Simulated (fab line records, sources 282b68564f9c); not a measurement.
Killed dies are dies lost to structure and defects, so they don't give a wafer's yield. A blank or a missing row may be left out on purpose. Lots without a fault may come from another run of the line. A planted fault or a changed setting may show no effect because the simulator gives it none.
Split-lot experiment | flow rit_cmos | 5 lots, 23 wafers read, on a route of 202 steps

THE SPLIT
At RIT_CONTACT_DEVELOP_07 (develop time 120 s), the setting develop_time_s was moved away from the recipe's 120 s on 10 of the 23 wafers read, by -14.0% to +9.6%. The other wafers ran this setting at the recipe's value.

FROM THE SPLIT TO THE READING: what the file shows between them, 4 steps
- RIT_CONTACT_CD_MEAS_08: target cd 1000 nm
- RIT_CONTACT_HARDBAKE_10: time 60 s
- RIT_CONTACT_ETCH_11: etches SiO2 in CHF3/CF4/Ar, stops on TiSi2, target depth 480 nm, time 320 s
- RIT_CONTACT_STRIP_12: strips in O2, time 180 s

THE READING
cd_nm, in nm, at RIT_CONTACT_CD_MEAS_90 (target cd 1000 nm). Fault-free wafers of this fab line usually give 998.8 nm, standard deviation 1.6 nm.

wafer  | tool, chamber at the split | develop_time_s as run, s | against the recipe | cd_nm, nm | against lot-mates on the recipe
L074.1 | litho_track-01, 0          | 120                      | recipe             | 999.6     | -
L074.2 | litho_track-01, 0          | 120                      | recipe             | 997.3     | -
L074.4 | litho_track-01, 0          | 120                      | recipe             | 999.3     | -
L076.1 | litho_track-02, 0          | 120                      | recipe             | 1000.5    | -
L076.2 | litho_track-02, 0          | 130.7                    | +8.9%              | 1009.1    | +9.0
L076.4 | litho_track-02, 0          | 130.7                    | +8.9%              | 1006.5    | +6.4
L076.5 | litho_track-02, 0          | 130.7                    | +8.9%              | 1006.6    | +6.5
L076.6 | litho_track-02, 0          | 120                      | recipe             | 999.7     | -
L078.1 | litho_track-02, 0          | 120                      | recipe             | 996.9     | -
L078.2 | litho_track-02, 0          | 125.9                    | +4.9%              | 1003.6    | +5.7
L078.3 | litho_track-02, 0          | 125.9                    | +4.9%              | 1002.5    | +4.6
L078.4 | litho_track-02, 0          | 120                      | recipe             | 998.9     | -
L078.5 | litho_track-02, 0          | 125.9                    | +4.9%              | 1003.1    | +5.2
L084.1 | litho_track-01, 0          | 120                      | recipe             | 998.2     | -
L084.2 | litho_track-01, 0          | 120                      | recipe             | 998.4     | -
L084.4 | litho_track-01, 0          | 103.2                    | -14.0%             | 986.6     | -12.7
L084.5 | litho_track-01, 0          | 103.2                    | -14.0%             | 987.3     | -12.0
L084.6 | litho_track-01, 0          | 120                      | recipe             | 1001.4    | -
L085.1 | litho_track-03, 0          | 131.5                    | +9.6%              | 1003.0    | +5.2
L085.2 | litho_track-03, 0          | 120                      | recipe             | 996.2     | -
L085.3 | litho_track-03, 0          | 120                      | recipe             | 997.7     | -
L085.5 | litho_track-03, 0          | 131.5                    | +9.6%              | 1003.0    | +5.2
L085.6 | litho_track-03, 0          | 120                      | recipe             | 999.6     | -

THE FIT
A straight line over all 23 wafers: cd_nm changes by +0.801 nm for each +1% of develop_time_s; r = +0.95; the points scatter about the line by 1.7 nm.
The same after taking each lot's own level away (the mean of its wafers on the recipe; 23 wafers): +0.815 nm for each +1%; r = +0.96; scatter 1.4 nm.
On that fit, the largest move of develop_time_s shifts the reading by 11 nm.
The lots' own levels span 997.83 to 1000.10 nm, that is 1.4 times the standard deviation above.
So the lot-to-lot level changes the slope little: the two slopes agree.
Check: with one of the wafers moved furthest among these (-14.0%) left out of the fit, the line predicts -11 nm for it against its lot-mates. It came out at -12.7 nm against them.

OTHER SPLITS ON THESE WAFERS
These wafers also went through other splits before the reading. Each is held against what the fit with the lots' levels taken away leaves over:
other split on the same wafers  | wafers away from the commonest value | r with cd_nm (lot level and that fit taken away)
RIT_SPACER_CVD_03 time_s        | 18                                   | +0.19
RIT_NSD_COAT_01 resist_thk_nm   | 6                                    | +0.24
RIT_SILICIDE_WET_ETCH_00 time_s | 5                                    | +0.09

THE WHOLE CHAIN: every reading that the file lists as answering this split, in the file's order
step                   | what it does                                                                | reading                                                        | change (the file's fit)               | r (the file's)
RIT_CONTACT_CD_MEAS_08 | target cd 1000 nm                                                           | cd_nm                                                          | +0.857 nm for each +1% of the setting | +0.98
RIT_CONTACT_ETCH_11    | etches SiO2 in CHF3/CF4/Ar, stops on TiSi2, target depth 480 nm, time 320 s | CONTACT.cd_nm (the simulator's own value, which no gauge read) | +0.805 nm for each +1% of the setting | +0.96
RIT_CONTACT_CD_MEAS_90 | target cd 1000 nm                                                           | cd_nm                                                          | +0.802 nm for each +1% of the setting | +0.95

THE FILE'S OWN FIT
cd_nm changes by +0.802 nm for each +1% of develop_time_s, r = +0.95.
